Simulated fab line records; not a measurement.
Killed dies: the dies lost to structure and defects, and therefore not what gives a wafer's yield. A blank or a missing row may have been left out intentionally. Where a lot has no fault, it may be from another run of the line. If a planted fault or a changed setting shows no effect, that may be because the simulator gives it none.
fab line records	flow ritCmos
record: lots: 6	wafers: 18	lastDay: 7
route steps=202 shown NLDD@110 PLDD@114 SPACER@125 NSD@131 PSD@142 M1@202
lots with no fault: from the same line, run without faults
startH: hours from the record's first day to the start of the lot's first wafer shown	waitH: hours elapsed since this lot's preceding step	" unchanged from the row above	L1.1+2: one row covering several wafers at once	- no value, or no start given	* or withheld: withheld	< > ~ a bound
route shown NAME@n: NAME is a module with steps in the file, n the number in the route of the first one	usual: mean/standard deviation of fault-free wafers	same: alike in all rows	chamber/n: place in a boat	sites: readings site by site	_std_site: the values' standard deviation	_edge_site: the outer-site mean with the inner-site mean subtracted	radiusMm: for every site, how far away it sits from the centre of the wafer	mask NAME#n: copy n	behind: the tool/chamber that last shaped the wafer	hold: why the lot went on hold/how many hours it stayed there/how the hold came to an end	device: the n, p or np transistor that did not switch	end of line: at the end of the route, the tests of the same wafers	a step without rows: its recipe alone	killed: not the wafer's yield, but the dies lost to structure and defects at the first sort	map: a wafer's dies, x killed, . not, _ none there
set.NAME: the setting the step ran with; set.NAME@STEP: the setting that earlier step ran with	model.NAME: the simulator's own value behind a step, which no gauge read
lots seen at some steps along the route; tables by step, rows by wafer
services: when a tool's chamber went out of use (startH, in hours from the record's first day, below 0 if earlier), for how many hours, and the reason
== steps ==
step: RIT_NLDD_HARDBAKE_07
recipe: resist: NOVOLAK	tempC: 140	timeS: 60
step: RIT_NLDD_IMPLANT_08
recipe: species: P	energyKev: 20	doseCm2: 5e+14	tiltDeg: 6.717
step: RIT_NLDD_STRIP_09
recipe: chemistry: O2	timeS: 180	resist: NOVOLAK	platenTempC: withheld	powerW: 500	pressureMtorr: 4000	o2FlowSccm: 4000
usual: drypumpMotorCurrentA: 5.77/0.28
same: timeS: 180
lot.wafer	tool	chamber	startH	waitH	drypumpMotorCurrentA	rfHoursCounterH
L437.2	plasmaAsher-02	1	52.77	0.1	5.37	41
L437.3	"	1	"	"	5.40	-
L437.6	"	1	"	"	5.40	-
L445.4	plasmaAsher-04	0	85.89	0.1	6.19	-
L445.5	"	1	"	"	5.48	-
L445.6	"	0	"	"	6.14	-
L453.2	plasmaAsher-02	0	130.92	0.1	6.01	44
L453.4	"	0	"	"	6.03	-
L453.6	"	0	"	"	6.02	-
L454.1	plasmaAsher-03	1	136.17	0.1	5.64	51
L454.2	"	0	"	"	5.86	51
L454.6	"	0	"	"	5.88	-
L459.3	plasmaAsher-02	1	154.11	0.1	5.42	-
L459.5	"	0	"	"	6.02	-
L459.6	"	1	"	"	5.43	-
L460.1	plasmaAsher-03	0	158.36	0.1	5.82	54
L460.2	"	1	"	"	5.66	54
L460.3	"	0	"	"	5.84	-
step: RIT_NLDD_TW_MEAS_10
usual: NLDD_TW: 2476/20
lot.wafer	tool	chamber	startH	waitH	NLDD_TW
L437.2	filmMetro-01	-	52.96	0.1	2465
L437.3	"	-	"	"	2469
L437.6	"	-	"	"	2469
L445.4	filmMetro-02	-	86.04	0.1	2463
L445.5	"	-	"	"	2469
L445.6	"	-	"	"	2465
L453.2	filmMetro-01	-	131.11	0.1	2480
L453.4	"	-	"	"	2490
L453.6	"	-	"	"	2495
L454.1	filmMetro-02	-	136.57	0.3	2467
L454.2	"	-	"	"	2480
L454.6	"	-	"	"	2482
L459.3	filmMetro-04	-	154.24	0.1	2487
L459.5	"	-	"	"	2481
L459.6	"	-	"	"	2510
L460.1	filmMetro-01	-	158.53	0.1	2474
L460.2	"	-	"	"	2483
L460.3	"	-	"	"	2497
step: RIT_PLDD_HMDS_00
recipe: primeTimeS: 60	primeTempC: 140
step: RIT_PLDD_COAT_01
recipe: resist: NOVOLAK	spinRpm: 3250	resistThkNm: 1000
step: RIT_PLDD_SOFTBAKE_02
recipe: resist: NOVOLAK	tempC: 90	timeS: 60
step: RIT_PLDD_EXPOSE_03
recipe: maskId: M8	na: 0.57	targetCdNm: 40900	doseMj: 250
step: RIT_PLDD_PEB_04
recipe: resist: NOVOLAK	tempC: withheld	timeS: withheld
step: RIT_PLDD_DEVELOP_05
recipe: resist: NOVOLAK	developTimeS: 50	devTempC: 23
step: RIT_PLDD_OVL_MEAS_06
usual: PLDD_OVL: -0.2/1.6
lot.wafer	tool	chamber	startH	waitH	PLDD_OVL[nm]
L437.2	overlay-01	-	53.99	-	-0.4
L437.3	"	-	"	"	1.0
L437.6	"	-	"	"	-0.2
L445.4	overlay-02	-	87.06	-	-2.0
L445.5	"	-	"	"	-2.6
L445.6	"	-	"	"	-1.7
L453.2	overlay-01	-	132.01	-	-0.8
L453.4	"	-	"	"	0.4
L453.6	"	-	"	"	-0.9
L454.1	overlay-02	-	137.50	-	0.7
L454.2	"	-	"	"	0.0
L454.6	"	-	"	"	-0.2
L459.3	overlay-02	-	155.15	-	-1.3
L459.5	"	-	"	"	-2.5
L459.6	"	-	"	"	-0.5
L460.1	overlay-01	-	159.57	-	1.5
L460.2	"	-	"	"	1.3
L460.3	"	-	"	"	-0.2
step: RIT_PLDD_HARDBAKE_07
recipe: resist: NOVOLAK	tempC: 140	timeS: 60
step: RIT_PLDD_IMPLANT_08
recipe: species: BF2	energyKev: 20	doseCm2: 9e+14	tiltDeg: 7
usual: beamEnergyKeV: 20.000/0.0062	beamOnS: 10.00/0.21
lot.wafer	tool	chamber	startH	waitH	beamEnergyKeV	beamOnS	model.implant.rpNm	model.implant.drpNm
L437.2	implanter-02	0	54.19	0.1	19.991	9.99	17.73	9.752
L437.3	"	0	"	"	19.990	9.99	17.73	9.752
L437.6	"	0	"	"	20.007	9.68	17.73	9.752
L445.4	implanter-03	0	87.30	0.1	19.987	10.12	17.21	9.752
L445.5	"	0	"	"	19.990	10.20	17.21	9.752
L445.6	"	0	"	"	19.993	9.42	17.21	9.752
L453.2	implanter-03	0	132.22	0.1	17.995	10.06	16.4	9.055
L453.4	"	0	"	"	17.990	9.79	16.4	9.055
L453.6	"	0	"	"	18.005	9.82	16.4	9.055
L454.1	implanter-03	0	137.70	0.1	17.984	10.12	15.69	9.055
L454.2	"	0	"	"	18.002	9.88	15.69	9.055
L454.6	"	0	"	"	17.999	9.70	15.69	9.055
L459.3	implanter-02	0	155.37	0.1	20.007	10.27	16.87	9.752
L459.5	"	0	"	"	19.998	10.10	16.87	9.752
L459.6	"	0	"	"	20.004	10.16	16.87	9.752
L460.1	implanter-02	0	159.75	0.1	20.009	9.99	17.09	9.752
L460.2	"	0	"	"	20.000	10.31	17.09	9.752
L460.3	"	0	"	"	20.007	10.11	17.09	9.752
step: RIT_PLDD_STRIP_09
recipe: chemistry: O2	timeS: 180	resist: NOVOLAK	platenTempC: withheld	powerW: 500	pressureMtorr: 4000	o2FlowSccm: 4000
usual: drypumpMotorCurrentA: 5.9/0.41
same: timeS: 180
lot.wafer	tool	chamber	startH	waitH	drypumpMotorCurrentA	rfHoursCounterH
L437.2	plasmaAsher-03	1	54.32	0.1	5.6	42
L437.3	"	0	"	"	5.8	-
L437.6	"	1	"	"	5.6	-
L445.4	plasmaAsher-04	1	87.43	0.1	5.5	-
L445.5	"	1	"	"	5.5	-
L445.6	"	0	"	"	6.2	-
L453.2	plasmaAsher-03	1	132.34	0.1	5.7	51
L453.4	"	1	"	"	5.7	-
L453.6	"	1	"	"	5.7	-
L454.1	plasmaAsher-01	0	137.85	0.1	5.4	1
L454.2	"	1	"	"	6.5	1
L454.6	"	0	"	"	5.4	-
L459.3	plasmaAsher-04	0	155.53	0.1	6.2	-
L459.5	"	1	"	"	5.5	-
L459.6	"	0	"	"	6.2	-
L460.1	plasmaAsher-03	0	159.90	0.1	5.8	54
L460.2	"	1	"	"	5.7	54
L460.3	"	1	"	"	5.7	-
step: RIT_PLDD_TW_MEAS_10
usual: PLDD_TW: 2342/17
lot.wafer	tool	chamber	startH	waitH	PLDD_TW
L437.2	filmMetro-01	-	54.50	0.1	2342
L437.3	"	-	"	"	2310
L437.6	"	-	"	"	2325
L445.4	filmMetro-01	-	87.58	0.1	2337
L445.5	"	-	"	"	2340
L445.6	"	-	"	"	2337
L453.2	filmMetro-04	-	132.53	0.1	2278
L453.4	"	-	"	"	2298
L453.6	"	-	"	"	2296
L454.1	filmMetro-04	-	138.02	0.1	2298
L454.2	"	-	"	"	2295
L454.6	"	-	"	"	2299
L459.3	filmMetro-02	-	155.66	0.1	2333
L459.5	"	-	"	"	2332
L459.6	"	-	"	"	2333
L460.1	filmMetro-01	-	160.08	0.1	2357
L460.2	"	-	"	"	2330
L460.3	"	-	"	"	2355
step: RIT_SPACER_CLEAN_00
recipe: chemistry: SC1	mix: 3:3:50	timeS: 600	tempC: 75
step: RIT_SPACER_CLEAN_01
recipe: chemistry: dHF	dilution: 50:1	timeS: 30
step: RIT_SPACER_CLEAN_02
recipe: chemistry: SC2	mix: 3:3:50	timeS: 600	tempC: 75	dry: n2Spin
step: RIT_SPACER_CVD_03
recipe: material: Si3N4	targetThkNm: 250	tempC: 810	precursor: SiH2Cl2/NH3	timeS: 3232	pressureMtorr: 300	sih2cl2FlowSccm: 60	nh3FlowSccm: 150
step: RIT_SPACER_THK_MEAS_04
recipe: reads: Si3N4_of_SPACER_CVD_03
usual: SPACER_NITRIDE_THK: 244.1/2.1
lot.wafer	tool	chamber	startH	waitH	SPACER_NITRIDE_THK[nm]
L437.2	filmMetro-02	-	56.85	0.0	247.3
L437.3	"	-	"	"	245.6
L437.6	"	-	"	"	247.1
L445.4	filmMetro-03	-	91.05	0.0	247.5
L445.5	"	-	"	"	247.1
L445.6	"	-	"	"	244.7
L453.2	filmMetro-01	-	135.73	0.0	246.3
L453.4	"	-	"	"	246.3
L453.6	"	-	"	"	244.3
L454.1	filmMetro-02	-	140.37	0.0	243.8
L454.2	"	-	"	"	245.3
L454.6	"	-	"	"	244.5
L459.3	filmMetro-02	-	159.42	0.0	241.5
L459.5	"	-	"	"	242.0
L459.6	"	-	"	"	243.3
L460.1	filmMetro-01	-	164.35	0.0	243.0
L460.2	"	-	"	"	239.7
L460.3	"	-	"	"	241.6
step: RIT_SPACER_ETCHBACK_05
recipe: targetDepthA: 2500	SF6_flow_sccm: 30	CHF3_flow_sccm: 30	target: Si3N4	chemistry: SF6/CHF3	pressureMtorr: 40	rfW: 250	timeS: 240	stopOn: SiO2
usual: SF6_flow_sccm: 30.00/0.09	drypumpMotorCurrentA: 5.6/0.4	oesProductAu: 0.827/0.013	throttleValvePct: 10.26/0.15
same: timeS: 240
lot.wafer	tool	chamber	startH	waitH	SF6_flow_sccm	drypumpMotorCurrentA	oesProductAu	rfHoursCounterH	throttleValvePct
L437.2	rieDiel-03	2	56.90	0.0	30.03	6.1	0.844	163	10.03
L437.3	"	3	"	"	30.06	5.7	0.841	162	10.28
L437.6	"	0	"	"	29.96	5.3	0.819	-	10.39
L445.4	rieDiel-02	0	91.08	0.0	29.97	6.0	0.837	11	10.16
L445.5	"	1	"	"	29.83	4.8	0.840	-	10.47
L445.6	"	2	"	"	30.06	5.7	0.815	-	10.23
L453.2	rieDiel-03	0	135.78	0.0	29.86	5.3	0.818	8	10.40
L453.4	"	1	"	"	30.02	5.2	0.832	6	10.13
L453.6	"	1	"	"	30.01	5.3	0.823	-	10.11
L454.1	rieDiel-03	1	140.43	0.1	30.12	5.3	0.826	6	10.12
L454.2	"	2	"	"	30.07	6.1	0.840	1	10.03
L454.6	"	1	"	"	30.01	5.3	0.826	-	10.12
L459.3	rieDiel-03	0	159.46	0.0	29.97	5.3	0.808	8	10.37
L459.5	"	0	"	"	29.98	5.3	0.813	-	10.39
L459.6	"	1	"	"	29.99	5.3	0.819	-	10.13
L460.1	rieDiel-04	0	164.41	0.1	30.04	6.2	0.837	15	10.34
L460.2	"	1	"	"	29.94	5.0	0.820	120	10.19
L460.3	"	2	"	"	29.99	5.8	0.809	9	10.59
step: RIT_NSD_HMDS_00
recipe: primeTimeS: 60	primeTempC: 140
step: RIT_NSD_COAT_01
recipe: resist: NOVOLAK	spinRpm: 3250	resistThkNm: 1000
step: RIT_NSD_SOFTBAKE_02
recipe: resist: NOVOLAK	tempC: 90	timeS: 60
step: RIT_NSD_EXPOSE_03
recipe: maskId: M9	na: 0.57	targetCdNm: 40700	doseMj: 250
step: RIT_NSD_PEB_04
recipe: resist: NOVOLAK	tempC: withheld	timeS: withheld
step: RIT_NSD_DEVELOP_05
recipe: resist: NOVOLAK	developTimeS: 50	devTempC: 23
step: RIT_NSD_OVL_MEAS_06
usual: NSD_OVL: -0.5/1.2
lot.wafer	tool	chamber	startH	waitH	NSD_OVL[nm]
L437.2	overlay-02	-	57.91	-	-1.2
L437.3	"	-	"	"	1.2
L437.6	"	-	"	"	-0.7
L445.4	overlay-01	-	92.10	-	0.1
L445.5	"	-	"	"	2.0
L445.6	"	-	"	"	-0.3
L453.2	overlay-02	-	136.79	-	-1.4
L453.4	"	-	"	"	1.6
L453.6	"	-	"	"	-0.8
L454.1	overlay-02	-	141.93	-	-1.8
L454.2	"	-	"	"	0.3
L454.6	"	-	"	"	-1.1
L459.3	overlay-01	-	160.60	-	-2.0
L459.5	"	-	"	"	0.3
L459.6	"	-	"	"	0.0
L460.1	overlay-02	-	165.53	-	1.7
L460.2	"	-	"	"	0.7
L460.3	"	-	"	"	1.2
step: RIT_NSD_HARDBAKE_07
recipe: resist: NOVOLAK	tempC: 140	timeS: 60
step: RIT_NSD_IMPLANT_08
recipe: species: P	energyKev: 25	doseCm2: 1e+15	tiltDeg: 6.664
step: RIT_NSD_STRIP_09
recipe: chemistry: O2	timeS: 180	resist: NOVOLAK	platenTempC: withheld	powerW: 500	pressureMtorr: 4000	o2FlowSccm: 4000
usual: drypumpMotorCurrentA: 5.8/0.38
same: timeS: 180
lot.wafer	tool	chamber	startH	waitH	drypumpMotorCurrentA	rfHoursCounterH
L437.2	plasmaAsher-03	1	58.24	0.1	5.7	43
L437.3	"	1	"	"	5.7	-
L437.6	"	0	"	"	5.9	-
L445.4	plasmaAsher-01	0	92.47	0.1	5.4	-
L445.5	"	1	"	"	6.5	-
L445.6	"	0	"	"	5.5	-
L453.2	plasmaAsher-02	1	137.12	0.1	5.4	45
L453.4	"	1	"	"	5.4	-
L453.6	"	1	"	"	5.4	-
L454.1	plasmaAsher-03	1	142.63	0.1	5.6	52
L454.2	"	0	"	"	5.9	52
L454.6	"	1	"	"	5.6	-
L459.3	plasmaAsher-01	0	160.98	0.1	5.5	-
L459.5	"	1	"	"	6.5	-
L459.6	"	0	"	"	5.4	-
L460.1	plasmaAsher-02	0	165.87	0.1	6.0	48
L460.2	"	1	"	"	5.4	48
L460.3	"	0	"	"	6.1	-
step: RIT_NSD_TW_MEAS_10
usual: NSD_TW: 3114/24
lot.wafer	tool	chamber	startH	waitH	NSD_TW
L437.2	filmMetro-01	-	58.43	0.1	3087
L437.3	"	-	"	"	3074
L437.6	"	-	"	"	3080
L445.4	filmMetro-04	-	92.62	0.1	3146
L445.5	"	-	"	"	3145
L445.6	"	-	"	"	3165
L453.2	filmMetro-01	-	137.30	0.1	3095
L453.4	"	-	"	"	3137
L453.6	"	-	"	"	3130
L454.1	filmMetro-01	-	142.80	0.1	3128
L454.2	"	-	"	"	3120
L454.6	"	-	"	"	3123
L459.3	filmMetro-04	-	161.12	0.1	3129
L459.5	"	-	"	"	3119
L459.6	"	-	"	"	3133
L460.1	filmMetro-01	-	166.05	0.1	3118
L460.2	"	-	"	"	3103
L460.3	"	-	"	"	3110
step: RIT_PSD_HMDS_00
recipe: primeTimeS: 60	primeTempC: 140
step: RIT_PSD_COAT_01
recipe: resist: NOVOLAK	spinRpm: 3250	resistThkNm: 1000
step: RIT_PSD_SOFTBAKE_02
recipe: resist: NOVOLAK	tempC: 90	timeS: 60
step: RIT_PSD_EXPOSE_03
recipe: maskId: M10	na: 0.57	targetCdNm: 40900	doseMj: 250
step: RIT_PSD_PEB_04
recipe: resist: NOVOLAK	tempC: withheld	timeS: withheld
step: RIT_PSD_DEVELOP_05
recipe: resist: NOVOLAK	developTimeS: 50	devTempC: 23
step: RIT_PSD_OVL_MEAS_06
usual: PSD_OVL: 0.6/1.4
lot.wafer	tool	chamber	startH	waitH	PSD_OVL[nm]
L437.2	overlay-01	-	59.44	-	1.0
L437.3	"	-	"	"	1.6
L437.6	"	-	"	"	2.4
L445.4	overlay-01	-	93.72	-	1.1
L445.5	"	-	"	"	0.5
L445.6	"	-	"	"	0.3
L453.2	overlay-01	-	138.21	-	-0.8
L453.4	"	-	"	"	-0.4
L453.6	"	-	"	"	2.2
L454.1	overlay-01	-	143.84	-	3.3
L454.2	"	-	"	"	1.4
L454.6	"	-	"	"	0.7
L459.3	overlay-02	-	162.02	-	0.9
L459.5	"	-	"	"	0.2
L459.6	"	-	"	"	1.9
L460.1	overlay-02	-	166.96	-	1.3
L460.2	"	-	"	"	2.1
L460.3	"	-	"	"	3.8
step: RIT_PSD_HARDBAKE_07
recipe: resist: NOVOLAK	tempC: 140	timeS: 60
step: RIT_PSD_IMPLANT_08
recipe: species: BF2	energyKev: 27	doseCm2: 5e+15	tiltDeg: 7
step: RIT_PSD_STRIP_09
recipe: chemistry: O2	timeS: 180	resist: NOVOLAK	platenTempC: withheld	powerW: 500	pressureMtorr: 4000	o2FlowSccm: 4000
usual: drypumpMotorCurrentA: 5.9/0.43
same: timeS: 180
lot.wafer	tool	chamber	startH	waitH	drypumpMotorCurrentA	rfHoursCounterH
L437.2	plasmaAsher-02	0	59.77	0.1	6.0	42
L437.3	"	1	"	"	5.4	-
L437.6	"	1	"	"	5.4	-
L445.4	plasmaAsher-04	1	94.09	0.1	5.5	-
L445.5	"	0	"	"	6.2	-
L445.6	"	1	"	"	5.5	-
L453.2	plasmaAsher-04	0	138.54	0.1	6.2	35
L453.4	"	0	"	"	6.2	-
L453.6	"	0	"	"	6.2	-
L454.1	plasmaAsher-01	1	144.17	0.1	6.5	2
L454.2	"	0	"	"	5.4	2
L454.6	"	0	"	"	5.4	-
L459.3	plasmaAsher-04	1	162.40	0.1	5.5	-
L459.5	"	1	"	"	5.5	-
L459.6	"	0	"	"	6.2	-
L460.1	plasmaAsher-04	0	167.29	0.1	6.2	39
L460.2	"	1	"	"	5.5	39
L460.3	"	0	"	"	6.2	-
step: RIT_SDANNEAL_RS_MEAS_06
recipe: thkMeasGauge: four-point-probe
usual: PLDD_RS: 178.5/0.53
lot.wafer	tool	chamber	startH	waitH	PLDD_RS[ohm/sq]
L437.2	filmMetro-04	-	60.70	0.1	177.7
L437.3	"	-	"	"	177.5
L437.6	"	-	"	"	177.4
L445.4	filmMetro-02	-	95.00	0.1	178.3
L445.5	"	-	"	"	178.6
L445.6	"	-	"	"	178.1
L453.2	filmMetro-02	-	139.46	0.1	186.4
L453.4	"	-	"	"	186.4
L453.6	"	-	"	"	186.4
L454.1	filmMetro-01	-	145.13	0.1	185.0
L454.2	"	-	"	"	185.2
L454.6	"	-	"	"	184.8
L459.3	filmMetro-01	-	163.31	0.1	178.0
L459.5	"	-	"	"	178.7
L459.6	"	-	"	"	178.9
L460.1	filmMetro-02	-	168.21	0.1	178.6
L460.2	"	-	"	"	178.5
L460.3	"	-	"	"	178.2
step: RIT_M1_PROBE_99
usual: killed_at_M0_to_M3: 0.0/0.2	killedAtContacts: 0.0/0.2	killedAtFrontEnd: 6.8/2.9	killedDies: 6.8/2.9	killedOpen: 3.3/1.9	killedShort: 3.5/2
same: grossDies: 264	killed_at_M4_up: 0	killedAtBackSide: 0	killedAtOther: 0
lot.wafer	tool	chamber	startH	waitH	killed_at_M0_to_M3	killedAtContacts	killedAtFrontEnd	killedDies	killedOpen	killedShort	model.etest.pmosTurned.rOnOhmUm	model.etest.pmos_0p3.rOnOhmUm	model.etest.pmos_0p15.rOnOhmUm	model.etest.pldd.rsOhmSq	model.etest.pldd.lineOhmUm	model.etest.pmosTurned.driveUaUm	model.etest.pmos_0p15.driveUaUm	model.etest.pmos_0p15.offLog10AUm
L437.2	prober-01	-	69.65	0.1	0	0	7	7	6	1	3248	5988	2633	465.3	144.9	204.9	270.4	-10.11
L437.3	prober-01	-	69.70	0.2	0	0	5	5	2	3	3220	5868	2616	458.4	143.3	208.6	272.7	-10.16
L437.6	prober-01	-	69.85	0.2	0	0	9	9	4	5	3244	5856	2624	452.2	143.3	205.8	273.5	-10.23
L445.4	prober-01	-	103.55	0.5	0	0	4	4	2	2	3263	5946	2631	509.4	159.9	206.5	280	-9.995
L445.5	prober-01	-	103.60	0.5	1	0	5	6	2	4	3377	5984	2705	516.6	166.7	195.1	264.5	-10.18
L445.6	prober-01	-	103.65	0.6	0	1	2	3	1	2	3315	5991	2647	510.5	162.6	198.9	267.2	-10.33
L453.2	prober-01	-	147.07	0.1	0	0	4	4	0	4	3388	6101	2677	539.6	171.8	191.9	267.6	-10.3
L453.4	prober-01	-	147.17	0.2	0	0	5	5	3	2	3444	6228	2761	536.9	171.2	187.1	256.6	-10.3
L453.6	prober-01	-	147.27	0.2	0	0	9	9	5	4	3430	6156	2713	540.5	171.5	192.4	262.1	-10.39
L454.1	prober-02	-	153.87	0.1	0	0	11	11	9	2	3768	6339	2929	673.3	212.3	166.7	244.6	-10.51
L454.2	prober-02	-	153.92	0.1	0	0	2	2	2	0	3760	6345	2931	672.7	213.5	165	241	-10.72
L454.6	prober-02	-	154.12	0.2	0	0	9	9	5	4	3880	6447	2987	687.6	221	160.4	238.4	-10.76
L459.3	prober-01	-	172.08	0.2	0	0	11	11	3	8	3386	6166	2751	508.6	160.7	193.9	258.4	-10.36
L459.5	prober-01	-	172.18	0.2	0	0	10	10	4	6	3459	6355	2794	497.1	158.8	188.6	251.2	-10.48
L459.6	prober-01	-	172.23	0.2	0	0	5	5	4	1	3496	6346	2837	507.9	159.4	187.1	247	-10.79
L460.1	prober-02	-	175.71	0.1	0	0	3	3	2	1	3305	5909	2677	498.3	158.2	201.8	273	-10.09
L460.2	prober-02	-	175.76	0.1	0	0	7	7	2	5	3331	5942	2677	513.8	163.7	199.6	271.8	-10.26
L460.3	prober-02	-	175.81	0.2	0	0	3	3	1	2	3286	5902	2661	483.2	153.6	209	274.8	-9.973
killed by level:class
L437.2 SPACER:geometricParticle:open=3 GATE:geometricParticle:open=2 FOX1:geometricParticle:open=1 FOX1:geometricParticle:short=1
L437.3 FOX2:geometricParticle:short=2 FOX1:geometricParticle:open=1 FOX1:geometricParticle:short=1 SILICIDE:geometricParticle:open=1
L437.6 GATE:geometricParticle:short=2 GATE:geometricParticle:open=2 REOX:geometricParticle:short=2 FOX1:geometricParticle:open=1 SPACER:geometricParticle:open=1 SILICIDE:geometricParticle:short=1
L445.4 FOX1:geometricParticle:short=1 FOX1:geometricParticle:open=1 GATE:geometricParticle:open=1 SPACER:geometricParticle:short=1
L445.5 FOX1:geometricParticle:short=1 GATE:geometricParticle:short=1 REOX:geometricParticle:short=1 REOX:geometricParticle:open=1 SPACER:geometricParticle:open=1 M1:geometricParticle:short=1
L445.6 GATE:geometricParticle:short=1 SPACER:geometricParticle:short=1 CONTACT:geometricParticle:open=1
L453.2 FOX2:geometricParticle:short=1 GATE:geometricParticle:short=1 SPACER:geometricParticle:short=1 SILICIDE:geometricParticle:short=1
L453.4 FOX1:geometricParticle:short=1 FOX1:geometricParticle:open=1 GATE:geometricParticle:open=1 SPACER:geometricParticle:short=1 SILICIDE:geometricParticle:open=1
L453.6 SPACER:geometricParticle:open=2 FOX1:geometricParticle:open=1 FOX2:geometricParticle:short=1 REOX:geometricParticle:open=1 SPACER:geometricParticle:short=1 SILICIDE:geometricParticle:open=1 SILICIDE:geometricParticle:short=1 STARTING-WAFER:geometricParticle:short=1
L454.1 GATE:geometricParticle:open=5 SPACER:geometricParticle:open=2 FOX1:geometricParticle:open=1 GATE:geometricParticle:short=1 REOX:geometricParticle:open=1 SPACER:geometricParticle:short=1
L454.2 GATE:geometricParticle:open=1 SILICIDE:geometricParticle:open=1
L454.6 GATE:geometricParticle:short=2 GATE:geometricParticle:open=2 SPACER:geometricParticle:open=2 FOX1:geometricParticle:short=1 REOX:geometricParticle:open=1 SPACER:geometricParticle:short=1
L459.3 FOX1:geometricParticle:short=3 GATE:geometricParticle:open=2 GATE:geometricParticle:short=2 FOX2:geometricParticle:short=1 REOX:geometricParticle:open=1 REOX:geometricParticle:short=1 SPACER:geometricParticle:short=1
L459.5 FOX1:geometricParticle:short=2 GATE:geometricParticle:short=2 SPACER:geometricParticle:open=2 FOX1:geometricParticle:open=1 REOX:geometricParticle:short=1 REOX:geometricParticle:open=1 SPACER:geometricParticle:short=1
L459.6 GATE:geometricParticle:open=3 FOX1:geometricParticle:open=1 REOX:geometricParticle:short=1
L460.1 FOX1:geometricParticle:open=1 REOX:geometricParticle:short=1 REOX:geometricParticle:open=1
L460.2 REOX:geometricParticle:short=2 ACTIVE:geometricParticle:open=1 FOX1:geometricParticle:short=1 FOX2:geometricParticle:open=1 FOX2:geometricParticle:short=1 GATE:geometricParticle:short=1
L460.3 GATE:geometricParticle:short=1 SILICIDE:geometricParticle:open=1 SILICIDE:geometricParticle:short=1
== services ==
tool	chamber	startH	hours	kind
rieDiel-04	-	47.35	2.8	pm
implanter-03	-	55.08	1.5	repair
rieDiel-03	-	72.23	0.4	repair
plasmaAsher-02	-	72.88	49.5	pm
rieDiel-03	2	76.22	-	clean
rieDiel-03	2	76.22	24.6	scheduledDown
rieDiel-03	2	76.22	24.6	ventCycle
implanter-02	-	86.02	6.0	pm
plasmaAsher-03	-	91.42	15.0	pm
rieDiel-03	3	100.78	-	clean
rieDiel-03	3	100.78	16.7	scheduledDown
rieDiel-03	3	100.78	16.7	ventCycle
rieDiel-03	0	103.13	20.8	repair
plasmaAsher-01	-	106.39	14.1	pm
rieDiel-04	2	109.09	2.8	repair
plasmaAsher-01	-	120.52	9.0	pm
plasmaAsher-01	0	120.52	9.0	ventCycle
plasmaAsher-01	1	120.52	9.0	ventCycle
plasmaAsher-02	-	122.41	2.8	pm
plasmaAsher-01	0	129.52	-	clean
plasmaAsher-01	1	129.52	-	clean
rieDiel-03	-	132.29	0.1	repair
implanter-02	-	163.53	1.4	repair
rieDiel-03	0	166.50	5.2	repair
== key ==
firstSign: step: RIT_PLDD_IMPLANT_08	reading: beamEnergyKeV	direction: down	sigmas: 99+	usual: 20.000	struck: 17.996
effect: step: RIT_PLDD_TW_MEAS_10	reading: PLDD_TW	direction: down	sigmas: 2.8	usual: 2342	struck: 2294
effect: step: RIT_SDANNEAL_RS_MEAS_06	reading: PLDD_RS	direction: up	sigmas: 13	usual: 178.5	struck: 185.7
modelEffect: step: RIT_PLDD_IMPLANT_08	value: implant.rpNm	without: 17.42	struck: 16.04
modelEffect: step: RIT_M1_PROBE_99	value: etest.pmosTurned.rOnOhmUm	without: 3265	struck: 3612
metAt RIT_PLDD_IMPLANT_08
struckWafers L453.2,L453.4,L453.6,L454.1,L454.2,L454.6
testerLeftOut L453,L454
onsetBetween 87.30 132.22
fault: kind: processParameterDrift	tool: implanter-03	chamber: -	onsetH: 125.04	steps: RIT_PLDD_IMPLANT_08	channel: energyKev	offset: -2	shape: step	endH: 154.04	actsIn: theseRecipesOnly	stated: 20
testerLeftOut: of these lots the tester's yield and bins aren't shown, on N5 and GAA mostly nor the transistor test; their killed dies are dies lost to structure and defects alone, not to doping, threshold or leakage, so they don't give the yield
